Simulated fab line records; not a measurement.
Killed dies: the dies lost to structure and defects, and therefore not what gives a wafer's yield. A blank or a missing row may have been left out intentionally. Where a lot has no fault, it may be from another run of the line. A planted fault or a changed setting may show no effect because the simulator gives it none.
Comparing a struck lot with a sound one | flow rit-cmos | 43 out of 202 route steps
Sound: the wafers L655.2, L655.3, L655.5. Struck: wafers L667.3, L667.5. (L667.6 of the same lot was not struck and is left out.) The cause comes at the end.
At each step with rows: each side's tool, then ch and its chambers, then its first start. Under that, the readings that differ: sound wafers | struck wafers | difference of the means | sigmas: that difference in standard deviations of wafers without a fault.
alike: words and numbers the same on both sides, and readings whose means are apart by under 2 such deviations; not compared: readings that were withheld, readings missing a value for some wafer, numbers with overlapping values and no deviation given by the record, and bounds like >300 which may hide the same value.
The two part at a step that has a row with sigmas, a row that says differs or no value, or rows on one side only. Numbers that don't overlap but have no deviation are shown without sigmas and don't part them. Lack of a reading on every wafer of one side parts them only where that side has two or more wafers.

first, 1 step without rows for these wafers: RIT_NLDD_IMPLANT_08.
RIT_NLDD_STRIP_09: strips in O2, time 180 s.
  sound on plasma-asher-03 ch 0,1, day 2 21:27; struck on plasma-asher-02 ch 0,1, day 5 10:21
  alike: drypump-motor-current-A
  not compared: rf-hours-counter-h
RIT_NLDD_TW_MEAS_10:
  struck on film-metro-04, day 5 10:29; sound on film-metro-03, day 2 21:38
  alike: NLDD_TW
then, 6 steps without rows for these wafers: RIT_PLDD_HMDS_00 (prime time 60 s); RIT_PLDD_COAT_01 (resist thk 1000 nm); RIT_PLDD_SOFTBAKE_02 (time 60 s); RIT_PLDD_EXPOSE_03 (exposes mask M8, target cd 40900 nm); RIT_PLDD_PEB_04; RIT_PLDD_DEVELOP_05 (develop time 50 s).
RIT_PLDD_OVL_MEAS_06:
  struck on overlay-01, day 5 11:26; sound on overlay-02, day 2 22:32
  alike: PLDD_OVL
then, 2 steps without rows for these wafers: RIT_PLDD_HARDBAKE_07 (time 60 s); RIT_PLDD_IMPLANT_08.
RIT_PLDD_STRIP_09: strips in O2, time 180 s.
  sound on plasma-asher-02 ch 0, day 2 22:52; struck on plasma-asher-04 ch 1, day 5 11:49
  alike: drypump-motor-current-A
  not compared: rf-hours-counter-h
RIT_PLDD_TW_MEAS_10:
  struck on film-metro-03, day 5 11:57; sound on film-metro-04, day 2 23:03
  alike: PLDD_TW
then, 4 steps without rows for these wafers: RIT_SPACER_CLEAN_00 (cleans in SC1, time 600 s); RIT_SPACER_CLEAN_01 (cleans in dHF, time 30 s); RIT_SPACER_CLEAN_02 (cleans in SC2, time 600 s); RIT_SPACER_CVD_03 (deposits Si3N4 from SiH2Cl2/NH3, target thk 250 nm, time 3300 s).
RIT_SPACER_THK_MEAS_04:
  struck on film-metro-02, day 5 16:41; sound on film-metro-01, day 3 01:37
  alike: SPACER_NITRIDE_THK
RIT_SPACER_ETCHBACK_05: etches Si3N4 in SF6/CHF3, stops on SiO2, target depth 250 nm, time 240 s.
  sound on rie-diel-02 ch 0,3, day 3 01:40; struck on rie-diel-03 ch 0,2, day 5 16:44
  reading                | sound             | struck      | difference | sigmas
  throttle-valve-pct (%) | 10.49 10.59 10.59 | 10.38 10.09 | -0.32      | -2
  alike: drypump-motor-current-A, oes-product-au
  not compared: rf-hours-counter-h
then, 6 steps without rows for these wafers: RIT_NSD_HMDS_00 (prime time 60 s); RIT_NSD_COAT_01 (resist thk 1000 nm); RIT_NSD_SOFTBAKE_02 (time 60 s); RIT_NSD_EXPOSE_03 (exposes mask M9, target cd 40700 nm); RIT_NSD_PEB_04; RIT_NSD_DEVELOP_05 (develop time 50 s).
RIT_NSD_OVL_MEAS_06:
  struck on overlay-01, day 5 17:44; sound on overlay-01, day 3 02:40
  alike: NSD_OVL
then, 2 steps without rows for these wafers: RIT_NSD_HARDBAKE_07 (time 60 s); RIT_NSD_IMPLANT_08.
RIT_NSD_STRIP_09: strips in O2, time 180 s.
  sound on plasma-asher-02 ch 0,1, day 3 03:00; struck on plasma-asher-04 ch 1, day 5 18:08
  alike: drypump-motor-current-A
  not compared: rf-hours-counter-h
RIT_NSD_TW_MEAS_10:
  struck on film-metro-02, day 5 18:16; sound on film-metro-04, day 3 03:11
  reading | sound          | struck    | difference | sigmas
  NSD_TW  | 3143 3152 3150 | 3112 3099 | -43        | -2
then, 6 steps without rows for these wafers: RIT_PSD_HMDS_00 (prime time 60 s); RIT_PSD_COAT_01 (resist thk 1000 nm); RIT_PSD_SOFTBAKE_02 (time 60 s); RIT_PSD_EXPOSE_03 (exposes mask M10, target cd 40900 nm); RIT_PSD_PEB_04; RIT_PSD_DEVELOP_05 (develop time 50 s).
RIT_PSD_OVL_MEAS_06:
  struck on overlay-01, day 5 19:12; sound on overlay-02, day 3 04:13
  alike: PSD_OVL
then, 2 steps without rows for these wafers: RIT_PSD_HARDBAKE_07 (time 60 s); RIT_PSD_IMPLANT_08.
RIT_PSD_STRIP_09: strips in O2, time 180 s.
  sound on plasma-asher-01 ch 0,1, day 3 04:33; struck on plasma-asher-01 ch 0,1, day 5 19:35
  alike: drypump-motor-current-A
  not compared: rf-hours-counter-h
RIT_PSD_TW_MEAS_10:
  struck on film-metro-02, day 5 19:43; sound on film-metro-02, day 3 04:44
  alike: PSD_TW
RIT_M1_PROBE_99:
  rows exist in the record for the struck wafers here (prober-02, day 6 03:56), but not for the sound ones

## WHERE THEY PART
Earliest at RIT_SPACER_ETCHBACK_05; latest, in this record, at RIT_M1_PROBE_99.

WHY: what the simulator had put in
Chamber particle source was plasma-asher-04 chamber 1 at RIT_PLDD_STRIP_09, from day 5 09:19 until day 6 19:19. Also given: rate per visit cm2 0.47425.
